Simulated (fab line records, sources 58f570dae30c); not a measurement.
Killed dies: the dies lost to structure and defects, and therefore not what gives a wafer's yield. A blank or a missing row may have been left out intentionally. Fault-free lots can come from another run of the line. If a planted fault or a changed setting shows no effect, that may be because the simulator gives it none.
Matching of chambers -- flow berkeley_cmos170 -- 4 sister chambers for UCB170_GATE_ETCH_15 on rie_si-01
The step etches poly-Si in HBr/Cl2, stops on SiO2, time 56.3 s, target depth 278.2 nm. 8 wafers are shown with their chamber, then 7 later ones without.

WAFERS PAIRED WITH THEIR CHAMBERS
wafer,chamber,throttle_valve_pct (%),drypump_motor_current_A (A)
L958.2,0,25.92,5.17
L959.4,0,25.92,5.18
L959.5,1,26.48,5.59
L961.1,3,26.49,5.91
L961.2,1,26.47,5.60
L961.3,2,26.04,5.70
L968.2,3,26.52,5.92
L968.3,2,26.05,5.70

WAFERS MISSING THEIR CHAMBER
wafer,throttle_valve_pct (%),drypump_motor_current_A (A)
L968.4,26.48,5.58
L978.1,26.06,5.67
L978.3,26.48,5.94
L978.4,26.48,5.57
L977.2,26.47,5.57
L977.4,25.93,5.18
L977.6,26.47,5.57

CHAMBER TAKEN BY EACH
wafer,from the rows above,in truth
L968.4,1,1
L978.1,2,2
L978.3,3,3
L978.4,1,1
L977.2,1,1
L977.4,0,0
L977.6,1,1
Correctly placed: 7 of 7. Number that these rows cannot place: 0. 0 placed wrongly.
How it was worked out, from the rows above alone: a wafer's distance from a chamber is the root of the sum, over the readings, of the square of ((its reading less the chamber's mean) divided by the reading's scatter). If the next closest chamber is less than 2 further off than the closest, the wafer can't be placed; otherwise it belongs to the closest. A chamber's mean is the mean of its shown wafers. How the scatter is found: for the shown wafers, subtract from each reading the mean of its chamber, square and add these, divide the total by (wafers less chambers), then take the root.
